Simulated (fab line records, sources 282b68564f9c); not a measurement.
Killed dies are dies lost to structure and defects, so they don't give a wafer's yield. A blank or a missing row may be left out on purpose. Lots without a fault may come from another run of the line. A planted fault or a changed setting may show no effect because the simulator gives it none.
Problem report in the 8D (eight disciplines) form, filled by code | flow rit_cmos | the parts of the form that need people (team, actions taken, sign-off) are left out

1. THE PROBLEM
PWELL_OVL at RIT_PWELL_OVL_MEAS_06 reads a mean of 419.2 nm on 9 wafers of 3 lots; wafers without a fault read 0.5 nm with a standard deviation of 1.3. That is +99 or more standard deviations from the usual mean.
First seen on wafer L377.1, day 2 13:07, on overlay-01. The record holds 36 wafers of 12 lots with a number at this step. Rule for "out", or "out of limits": more than 4 standard deviations from the usual mean. The other wafers with a number count as sound.

2. WHAT IT IS AND WHAT IT IS NOT
question                    | is                     | is not
which readings at this step | PWELL_OVL              | -
which lots                  | L377, L380, L384       | L374, L375, L376, L378, L386, L388, L392, L393, L396
which wafers of those lots  | all that have a number | -
read on which gauges        | overlay-01             | overlay-02
when                        | from day 2 13:07       | up to then (9 sound wafers); but 18 sound wafers of L378, L386, L388, L392, L393, L396 came after

3. SUSPECTS, AND WHAT RULES EACH OUT
Counting: a tool at a process step up to the reading stays a suspect if it ran every lot that is out and no sound lot after the first of them.
- the gauge at RIT_PWELL_OVL_MEAS_06: kept. All the wafers that are out were read on overlay-01, and no step on other tools shows them out.
- iline_stepper-02 at RIT_PWELL_EXPOSE_03 (exposes mask M3, target cd 43700 nm): kept. It ran every lot that is out, first L377 (day 2 12:41), and no sound lot after that; its last sound lot up to then is L376 (day 2 08:19).
Left after counting: iline_stepper-02 at RIT_PWELL_EXPOSE_03, overlay-01 at RIT_PWELL_OVL_MEAS_06.

4. THE CAUSE (what the simulator had put in)
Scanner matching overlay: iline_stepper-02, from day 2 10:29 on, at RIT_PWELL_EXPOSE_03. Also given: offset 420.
Counting left 2 suspects, and this tool is among them.

5. THE CHAIN OF EFFECTS, in route order
Each row: a reading whose mean over the struck wafers that have a number lies more than 3 standard deviations from the usual. Only readings for which the record gives a usual standard deviation are gone through. hours: the time from each lot's start at the first step in this table that gives one to its start at this step, as a median over the lots. sigmas: the change in usual standard deviations.
hours | step                  | reading   | usual  | on struck wafers | change | sigmas
0     | RIT_PWELL_OVL_MEAS_06 | PWELL_OVL | 0.5 nm | 419.2            | +418.7 | +99 or more
Later measuring or inspecting steps at which every struck wafer that the step has a row for has a number for every such reading, and none has moved that far: RIT_FOX2_THK_MEAS_91.

6. WHAT WOULD HAVE CAUGHT IT SOONER
In this record the first reading out of limits at a measuring or inspecting step was taken at day 2 13:07, 3 hours after the fault began at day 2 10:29.
Of the lots that are out (3), L380, L384 began RIT_PWELL_EXPOSE_03 on iline_stepper-02 after day 2 13:07. A hold on the tool at that time would have spared those 2.
